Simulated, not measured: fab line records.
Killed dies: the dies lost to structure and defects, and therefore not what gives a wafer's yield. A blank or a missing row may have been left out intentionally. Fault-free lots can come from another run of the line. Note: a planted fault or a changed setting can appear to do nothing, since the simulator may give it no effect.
A struck lot beside a sound one	flow rit_cmos	29 out of 202 route steps
Sound: the wafers L672.4, L672.5, L672.6. Struck: wafer L685.5 (L685.4, L685.6, from the same lot, were not struck and are left out); the cause is given at the end.
For every step that has rows: the tool of each side, followed by ch and its chambers, followed by its first start. Under that, the readings that differ: sound wafers	struck wafers	difference of the means	sigmas: that difference in standard deviations of wafers without a fault.
alike: readings with means less than 2 such deviations apart, plus words and numbers identical on both sides. not compared: withheld readings, readings lacking a value on some wafer, bounds such as >300 that could conceal the same value, and numbers that have no deviation in the record and whose values overlap.
Wherever a step has rows on one side only, a row that says differs or no value, or a row with sigmas, the two part there. Numbers that have no deviation but don't overlap get no sigmas and don't part them. A reading that every wafer of one side lacks parts them only if that side has two wafers or more.

RIT_SDANNEAL_RTA_03: time 5 s.
  sound on rtp_anneal-01 ch 0, day 3 22:10; struck on rtp_anneal-02 ch 0, day 6 12:31
  alike: wafer_temp_C_max
RIT_SDANNEAL_RS_MEAS_04: measurement is done with a four-point probe.
  struck on film_metro-02, day 6 12:37; sound on film_metro-01, day 3 22:15
  alike: PSD_RS
RIT_SDANNEAL_RS_MEAS_05: measurement is done with a four-point probe.
  struck on film_metro-02, day 6 12:44; sound on film_metro-01, day 3 22:22
  alike: NSD_RS
RIT_SDANNEAL_RS_MEAS_06: measurement is done with a four-point probe.
  struck on film_metro-02, day 6 12:51; sound on film_metro-01, day 3 22:29
  alike: PLDD_RS
RIT_SDANNEAL_RS_MEAS_07: measurement is done with a four-point probe.
  struck on film_metro-02, day 6 12:58; sound on film_metro-01, day 3 22:37
  alike: NLDD_RS
then, 1 step without rows for these wafers: RIT_SILICIDE_WET_ETCH_00 (etches SiO2 in BOE, target depth 14 nm, time 15 s).
RIT_SILICIDE_SPUTTER_01: material Ti, target thk 30 nm, time 240 s.
  struck on pvd_sputter-03, day 6 13:02; sound on pvd_sputter-01, day 3 22:42
  alike: throttle_valve_pct
RIT_SILICIDE_RS_MEAS_02: measurement is done with a four-point probe.
  struck on film_metro-04, day 6 13:15; sound on film_metro-04, day 3 22:55
  alike: SILICIDE_TI_RS
RIT_SILICIDE_THK_MEAS_03: measures by xrf.
  struck on film_metro-04, day 6 13:20; sound on film_metro-04, day 3 23:00
  alike: SILICIDE_TI_THK
RIT_SILICIDE_RTA_04: time 10 s, ramp up 5 s, ramp down 5 s.
  sound on rtp_anneal-02 ch 0, day 3 23:04; struck on rtp_anneal-01 ch 0, day 6 13:24
  alike: wafer_temp_C_max
then, 1 step without rows for these wafers: RIT_SILICIDE_WET_ETCH_05 (etches Ti in SPM, time 120 s).
RIT_SILICIDE_RTA_06: time 10 s, ramp up 5 s, ramp down 10 s.
  sound on rtp_anneal-01 ch 0, day 3 23:10; struck on rtp_anneal-02 ch 0, day 6 13:31
  alike: wafer_temp_C_max
RIT_CONTACT_CVD_00: deposits SiO2 from TEOS, target thk 400 nm, time 61 s.
  sound on pecvd-04 ch 0,1,2, day 3 23:14; struck on pecvd-04 ch 0, day 6 13:34
reading	sound	struck	difference	sigmas
model.SiO2_of_CONTACT_CVD_00.thk_nm (nm)	402.8 403.8 404.4	565.9	+162.2	
  alike: heater_power_w, rf_fwd_power_W
RIT_CONTACT_THK_MEAS_01:
  struck on film_metro-04, day 6 13:38; sound on film_metro-02, day 3 23:17
reading	sound	struck	difference	sigmas
CONTACT_TEOS_THK (nm)	403 404 404	567	+163	+33
then, 6 steps without rows for these wafers: RIT_CONTACT_HMDS_02 (prime time 60 s); RIT_CONTACT_COAT_03 (resist thk 1000 nm); RIT_CONTACT_SOFTBAKE_04 (time 60 s); RIT_CONTACT_EXPOSE_05 (exposes mask M11, target cd 1000 nm); RIT_CONTACT_PEB_06; RIT_CONTACT_DEVELOP_07 (develop time 120 s).
RIT_CONTACT_CD_MEAS_08: target cd 1000 nm.
  struck on cd_sem-02, day 6 14:44; sound on cd_sem-01, day 4 00:20
  alike: cd_nm
RIT_CONTACT_OVL_MEAS_09:
  struck on overlay-01, day 6 14:49; sound on overlay-02, day 4 00:25
  alike: CONTACT_OVL
then, 1 step without rows for these wafers: RIT_CONTACT_HARDBAKE_10 (time 60 s).
RIT_CONTACT_ETCH_11: etches SiO2 in CHF3/CF4/Ar, stops on TiSi2, target depth 480 nm, time 320 s.
  sound on rie_diel-01 ch 0,2,3, day 4 00:35; struck on rie_diel-02 ch 3, day 6 15:05
reading	sound	struck	difference	sigmas
model.etch.depth_nm (nm)	402.8 403.8 404.4	478.6	+74.9	
model.CONTACT.feature_depth_nm (nm)	402.8 403.8 404.4	478.6	+74.9	
  alike: drypump_motor_current_A, oes_product_au, rf_fwd_power_W, throttle_valve_pct
  not compared: rf_hours_counter_h
RIT_CONTACT_STRIP_12: strips in O2, time 180 s.
  sound on plasma_asher-04 ch 0,1, day 4 00:50; struck on plasma_asher-02 ch 1, day 6 15:14
  alike: drypump_motor_current_A
  not compared: rf_hours_counter_h
RIT_CONTACT_CD_MEAS_90: target cd 1000 nm.
  struck on cd_sem-01, day 6 15:25; sound on cd_sem-01, day 4 01:01
  alike: cd_nm
RIT_CONTACT_CLEAN_13: cleans in SC1, time 600 s.
  sound on wet_bench-04 ch 3, day 4 01:05; struck on wet_bench-04 ch 3, day 6 15:29
reading	sound	struck	difference	sigmas
model.SiO2_of_CONTACT_CVD_00.thk_nm (nm)	398.7 399.7 400.3	561.9	+162.3	
then, 1 step without rows for these wafers: RIT_CONTACT_CLEAN_14 (cleans in SC2, time 600 s).
RIT_M1_PROBE_99:
  struck on prober-01, day 6 20:17; sound on prober-02, day 4 05:35
reading	sound	struck	difference	sigmas
killed_at_contacts	0 0 0	257	+257	+99 or more
killed_dies	8 13 3	264	+256	+83
killed_on_rim	1 5 0	70	+68	+52
  alike: killed_at_front_end, killed_open, killed_short

## WHERE THEY PART
Earliest at RIT_CONTACT_THK_MEAS_01; latest, in this record, at RIT_M1_PROBE_99.

WHY: the cause the simulator had injected
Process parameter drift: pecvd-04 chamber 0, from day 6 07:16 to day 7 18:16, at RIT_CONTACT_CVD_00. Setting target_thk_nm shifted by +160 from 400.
